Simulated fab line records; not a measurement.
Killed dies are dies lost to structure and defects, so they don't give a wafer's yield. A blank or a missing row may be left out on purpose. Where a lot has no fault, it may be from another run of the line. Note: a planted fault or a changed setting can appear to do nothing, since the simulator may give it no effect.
Split-lot trial    flow berkeley-cmos170    23 wafers read from 5 lots, route of 331 steps

THE SPLIT
At UCB170_NLDD_EXPOSE_03 (exposes mask NSELECT, target cd 1200 nm), the setting dose-mj was moved away from the recipe's 30 on 7 of the 23 wafers read, by -7.2% to -2.4%. For the rest of the wafers, this setting stayed at what the recipe calls for.

FROM THE SPLIT TO THE READING: what the file shows between them, 2 steps
- UCB170_NLDD_PEB_04
- UCB170_NLDD_DEVELOP_05: develop time 45 s

THE READING
At UCB170_NLDD_CD_MEAS_06: cd-nm in nanometres, against a target cd of 1200 nm. Typical for fault-free wafers on this fab line: 1200.0 nm, with standard deviation 1 nm.

wafer   tool, chamber at the split  dose-mj as run  against the recipe  cd-nm, nm  against lot-mates on the recipe
L075.1  krf-scanner-01, 0           30              recipe              1202.6     -
L075.2  krf-scanner-01, 0           30              recipe              1201.5     -
L075.3  krf-scanner-01, 0           30              recipe              1201.7     -
L075.4  krf-scanner-01, 0           27.84           -7.2%               1187.0     -14.9
L075.6  krf-scanner-01, 0           27.84           -7.2%               1189.3     -12.6
L077.1  krf-scanner-02, 0           30              recipe              1199.8     -
L077.2  krf-scanner-02, 0           30              recipe              1199.7     -
L077.3  krf-scanner-02, 0           30              recipe              1198.5     -
L077.5  krf-scanner-02, 0           28.14           -6.2%               1185.7     -13.6
L077.6  krf-scanner-02, 0           28.14           -6.2%               1188.0     -11.3
L082.1  krf-scanner-02, 0           30              recipe              1199.3     -
L082.2  krf-scanner-02, 0           30              recipe              1198.6     -
L082.5  krf-scanner-02, 0           30              recipe              1199.3     -
L080.1  krf-scanner-01, 0           30              recipe              1198.7     -
L080.3  krf-scanner-01, 0           30              recipe              1199.4     -
L080.4  krf-scanner-01, 0           29.27           -2.4%               1195.8     -3.3
L080.5  krf-scanner-01, 0           29.27           -2.4%               1193.8     -5.3
L080.6  krf-scanner-01, 0           29.27           -2.4%               1194.3     -4.8
L081.1  krf-scanner-01, 0           30              recipe              1200.2     -
L081.2  krf-scanner-01, 0           30              recipe              1204.4     -
L081.3  krf-scanner-01, 0           30              recipe              1202.4     -
L081.4  krf-scanner-01, 0           30              recipe              1200.4     -
L081.6  krf-scanner-01, 0           30              recipe              1203.8     -

FIT RESULTS
A straight line over all 23 wafers: cd-nm changes by +1.96 nm for each +1% of dose-mj; r = +0.94; the points scatter about the line by 1.9 nm.
The same after taking each lot's own level away (the mean of its wafers on the recipe; 23 wafers): +1.95 nm for each +1%; r = +0.98; scatter 1.1 nm.
According to that fit, moving dose-mj by its largest amount changes the reading by 14 nm.
Across the lots, their own levels run from 1199.05 to 1202.24 nm, a range of 3.2 times the standard deviation given above.
The two slopes agree, so the slope changes little with the lot-to-lot level.
Check: -13.7 nm against its lot-mates is what the line predicts for one of the wafers moved furthest among these (-7.2%) when that wafer is left out of the fit. It came out at -14.9 nm against them.

THE FILE'S OWN FIT
cd-nm changes by +1.94 nm for each +1% of dose-mj, r = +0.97.
